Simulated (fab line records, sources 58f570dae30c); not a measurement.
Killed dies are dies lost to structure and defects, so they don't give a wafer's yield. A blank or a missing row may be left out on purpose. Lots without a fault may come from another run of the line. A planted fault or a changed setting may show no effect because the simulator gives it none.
One fault seen from 2 desks | flow berkeley_cmos170 | each desk has only its own numbers; what lay behind them comes last

THE TOOL OWNER'S DESK: rtp_anneal-01
The tool's own readings at UCB170_SDANNEAL_RTA_01 (time 5 s): means of the sampled wafers that have a number, for each lot that ran on this tool. A lot is out of limits, marked OUT, if its mean lies more than 4 standard deviations from the usual mean; the brackets give that distance.
Columns: A = anneal_temp_c_max at UCB170_SDANNEAL_RTA_01, usual 1054.4; B = lamp_power_pct at UCB170_SDANNEAL_RTA_01, usual 38.0 %; C = wafer_temp_C_max at UCB170_SDANNEAL_RTA_01, usual 1054.8
lot  | first seen here | A      | B    | C
L788 | day 6 17:35     | 1054.4 | 36.8 | 1056.4
L789 | day 6 20:09     | 1055.4 | 36.9 | 1056.0
L792 | day 7 07:32     | 1053.7 | 36.8 | 1055.1
L793 | day 7 08:05     | 1055.3 | 36.8 | 1055.4
L794 | day 7 20:52     | 1055.5 | 36.9 | 1055.9
L799 | day 9 02:20     | 1054.5 | 36.8 | 1057.0
L803 | day 9 19:16     | 1054.1 | 35.3 | 1056.7
L802 | day 9 19:54     | 1055.5 | 35.3 | 1056.9
This desk's finding: nothing out of limits on any of the 8 lots.

THE METROLOGY DESK
What the gauges read, lot by lot, whatever tool the lot ran on: means of the sampled wafers that have a number. A lot is out of limits, marked OUT, if its mean lies more than 4 standard deviations from the usual mean; the brackets give that distance.
Columns: A = PLDD_OVL at UCB170_PLDD_OVL_MEAS_07, usual 3 nm; B = NSD_OVL at UCB170_NSD_OVL_MEAS_07, usual 0 nm; C = PSD_RS at UCB170_SDANNEAL_RS_MEAS_02, usual 75.5 ohm/sq; D = NSD_RS at UCB170_SDANNEAL_RS_MEAS_03, usual 37.26 ohm/sq; E = PLDD_RS at UCB170_SDANNEAL_RS_MEAS_04, usual 1030.0 ohm/sq
lot  | first seen here | A  | B  | C              | D               | E
L788 | day 6 04:40     | 13 | -3 | 75.2           | 37.24           | 1030.8
L787 | day 6 04:55     | 1  | -3 | 75.7           | 37.16           | 1028.8
L790 | day 6 07:47     | 1  | -4 | 76.2           | 37.34           | 1027.8
L789 | day 6 08:06     | 2  | -1 | 75.3           | 37.31           | 1030.0
L793 | day 6 17:07     | 4  | 0  | 75.5           | 37.35           | 1029.7
L792 | day 6 17:23     | 4  | 2  | 75.7           | 37.22           | 1031.5
L794 | day 7 10:23     | 7  | 0  | 75.3           | 37.19           | 1029.2
L798 | day 8 04:37     | 3  | -1 | 75.5           | 37.11           | 1028.2
L799 | day 8 13:40     | 12 | -3 | 75.8           | 37.35           | 1028.7
L803 | day 9 07:32     | 1  | 2  | 84.0 (+27) OUT | 38.55 (+15) OUT | 1043.4 (+5.6) OUT
L802 | day 9 07:49     | 2  | 6  | 84.1 (+28) OUT | 38.40 (+13) OUT | 1042.1 (+5.1) OUT
L807 | day 10 07:17    | -2 | -1 | 75.4           | 37.28           | 1026.4
L809 | day 10 11:55    | 6  | 6  | 74.8           | 37.28           | 1029.7
L810 | day 11 02:46    | 4  | 2  | 75.5           | 37.30           | 1031.2
This desk's finding: out of limits on L802, L803; first on L803, day 9 19:20 (PSD_RS at UCB170_SDANNEAL_RS_MEAS_02). In limits: L788, L787, L790, L789, L793, L792, L794, L798, L799, L807, L809, L810.

PUT TOGETHER
The metrology desk could have raised an alarm at day 9 19:20, on L802, L803.
The tool owner's desk saw nothing out of limits.
The tool owner's desk has L802, L803 on record, within its limits.
Of the lots named, all ran UCB170_SDANNEAL_RTA_01 on rtp_anneal-01.

WHAT THE SIMULATOR HAD PUT IN
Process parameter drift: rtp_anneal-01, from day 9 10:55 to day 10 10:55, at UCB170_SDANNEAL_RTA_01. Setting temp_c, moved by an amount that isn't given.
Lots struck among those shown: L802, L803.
Hours from the fault's start to each desk's first reading out of limits: the metrology desk, 8.
